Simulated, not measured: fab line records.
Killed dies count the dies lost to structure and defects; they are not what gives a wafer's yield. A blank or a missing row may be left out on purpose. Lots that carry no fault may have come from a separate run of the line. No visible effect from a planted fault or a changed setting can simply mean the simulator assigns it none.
A lot that was struck, set against a sound lot -- flow rit_cmos -- 43 out of 202 route steps
Sound: the wafers L278.1, L278.2, L278.3. Wafers L286.1, L286.4, L286.6 were the ones struck. At the end, the cause is stated.
Order at every step that has rows: each side's tool, ch and its chambers, its first start. Under that, the readings that differ: sound wafers -- struck wafers -- difference of the means -- sigmas: that difference in standard deviations of wafers without a fault.
alike: same words and numbers on both sides, and readings whose means sit less than 2 such deviations apart. not compared: any withheld reading, any reading some wafer has no value for, any bound like >300 that may hide the same value, and any number with overlapping values for which the record gives no deviation.
Wherever a step has rows on one side only, a row that says differs or no value, or a row with sigmas, the two part there. Numbers that don't overlap but have no deviation are shown without sigmas and don't part them. Lack of a reading on every wafer of one side parts them only where that side has two or more wafers.

first, 4 steps without rows for these wafers: RIT_GATE_SOFTBAKE_12 (time 60 s); RIT_GATE_EXPOSE_13 (exposes mask M6, target cd 150 nm); RIT_GATE_PEB_14; RIT_GATE_DEVELOP_15 (develop time 50 s).
RIT_GATE_CD_MEAS_16: the cd target is 150 nm.
  struck on cd_sem-02, day 5 19:50; sound on cd_sem-02, day 3 18:05
reading,sound,struck,difference,sigmas
cd_nm (nm),150.3 148.1 149.5,146.0 141.9 145.9,-4.7,-2
RIT_GATE_OVL_MEAS_17:
  struck on overlay-01, day 5 19:58; sound on overlay-01, day 3 18:12
  alike: GATE_OVL
then, 1 step without rows for these wafers: RIT_GATE_HARDBAKE_18 (time 60 s).
RIT_GATE_ETCH_19: etches poly-Si in SF6/CHF3/O2, stops on SiO2, time 165 s, target depth 312.5 nm.
  sound on rie_si-01 ch 0,1,3, day 3 18:23; struck on rie_si-01 ch 2,3, day 5 20:11
  alike: drypump_motor_current_A, he_backside_leak_sccm, oes_product_au, throttle_valve_pct
  not compared: rf_hours_counter_h
RIT_GATE_STRIP_20: strips in O2, time 180 s.
  sound on plasma_asher-02 ch 0,1, day 3 18:29; struck on plasma_asher-02 ch 0,1, day 5 20:18
  alike: drypump_motor_current_A
  not compared: rf_hours_counter_h
RIT_GATE_CD_MEAS_90: the cd target is 150 nm.
  struck on cd_sem-02, day 5 20:29; sound on cd_sem-02, day 3 18:40
reading,sound,struck,difference,sigmas
cd_nm (nm),149.7 148.2 149.1,145.9 141.8 145.9,-4.5,-2
then, 2 steps without rows for these wafers: RIT_REOX_CLEAN_00 (cleans in SC1, time 600 s); RIT_REOX_CLEAN_01 (cleans in dHF, time 30 s).
RIT_REOX_CLEAN_02: cleans in SC2, time 600 s.
  sound on wet_bench-01 ch 0, day 3 18:59; struck on wet_bench-01 ch 0, day 5 20:47
then, 1 step without rows for these wafers: RIT_REOX_OXIDATION_03 (target thk 25.2 nm, ox time 5580 s).
RIT_REOX_THK_MEAS_04:
  struck on film_metro-02, day 6 00:52; sound on film_metro-02, day 3 22:04
  alike: REOX_OXIDE_THK
then, 6 steps without rows for these wafers: RIT_NLDD_HMDS_00 (prime time 60 s); RIT_NLDD_COAT_01 (resist thk 1000 nm); RIT_NLDD_SOFTBAKE_02 (time 60 s); RIT_NLDD_EXPOSE_03 (exposes mask M7, target cd 40700 nm); RIT_NLDD_PEB_04; RIT_NLDD_DEVELOP_05 (develop time 50 s).
RIT_NLDD_OVL_MEAS_06:
  struck on overlay-02, day 6 01:54; sound on overlay-01, day 3 22:59
  alike: NLDD_OVL
then, 2 steps without rows for these wafers: RIT_NLDD_HARDBAKE_07 (time 60 s); RIT_NLDD_IMPLANT_08.
RIT_NLDD_STRIP_09: strips in O2, time 180 s.
  sound on plasma_asher-03 ch 0,1, day 3 23:19; struck on plasma_asher-03 ch 0, day 6 02:14
  alike: drypump_motor_current_A
  not compared: rf_hours_counter_h
RIT_NLDD_TW_MEAS_10:
  struck on film_metro-03, day 6 02:25; sound on film_metro-03, day 3 23:29
  alike: NLDD_TW
then, 6 steps without rows for these wafers: RIT_PLDD_HMDS_00 (prime time 60 s); RIT_PLDD_COAT_01 (resist thk 1000 nm); RIT_PLDD_SOFTBAKE_02 (time 60 s); RIT_PLDD_EXPOSE_03 (exposes mask M8, target cd 40900 nm); RIT_PLDD_PEB_04; RIT_PLDD_DEVELOP_05 (develop time 50 s).
RIT_PLDD_OVL_MEAS_06:
  struck on overlay-01, day 6 03:27; sound on overlay-02, day 4 00:31
reading,sound,struck,difference,sigmas
PLDD_OVL (nm),-2.5 -1.2 -1.8,0.9 1.6 2.2,+3.4,+3
then, 2 steps without rows for these wafers: RIT_PLDD_HARDBAKE_07 (time 60 s); RIT_PLDD_IMPLANT_08.
RIT_PLDD_STRIP_09: strips in O2, time 180 s.
  sound on plasma_asher-02 ch 0,1, day 4 00:52; struck on plasma_asher-04 ch 0,1, day 6 03:47
  alike: drypump_motor_current_A
  not compared: rf_hours_counter_h
RIT_PLDD_TW_MEAS_10:
  struck on film_metro-01, day 6 03:58; sound on film_metro-03, day 4 01:02
  alike: PLDD_TW
then, 4 steps without rows for these wafers: RIT_SPACER_CLEAN_00 (cleans in SC1, time 600 s); RIT_SPACER_CLEAN_01 (cleans in dHF, time 30 s); RIT_SPACER_CLEAN_02 (cleans in SC2, time 600 s); RIT_SPACER_CVD_03 (deposits Si3N4 from SiH2Cl2/NH3, target thk 250 nm, time 3300 s).
RIT_SPACER_THK_MEAS_04:
  struck on film_metro-01, day 6 06:18; sound on film_metro-02, day 4 04:22
  alike: SPACER_NITRIDE_THK
RIT_M1_PROBE_99:
  struck on prober-02, day 6 17:34; sound on prober-02, day 4 20:19
reading,sound,struck,difference,sigmas
model.etest.diode_nwell_sub.leak_log10_a_cm2,-7.652 -7.507 -7.52,-6.918 -6.513 -6.758,+0.830,
  alike: killed_at_front_end, killed_dies, killed_open, killed_short

WHERE THEY PART
Last at RIT_PLDD_OVL_MEAS_06 as far as this record goes, first at RIT_GATE_CD_MEAS_16. Later steps at which nothing parts them and some readings are alike: RIT_PLDD_STRIP_09, RIT_PLDD_TW_MEAS_10, RIT_SPACER_THK_MEAS_04, RIT_M1_PROBE_99.

WHY: what the simulator had put in
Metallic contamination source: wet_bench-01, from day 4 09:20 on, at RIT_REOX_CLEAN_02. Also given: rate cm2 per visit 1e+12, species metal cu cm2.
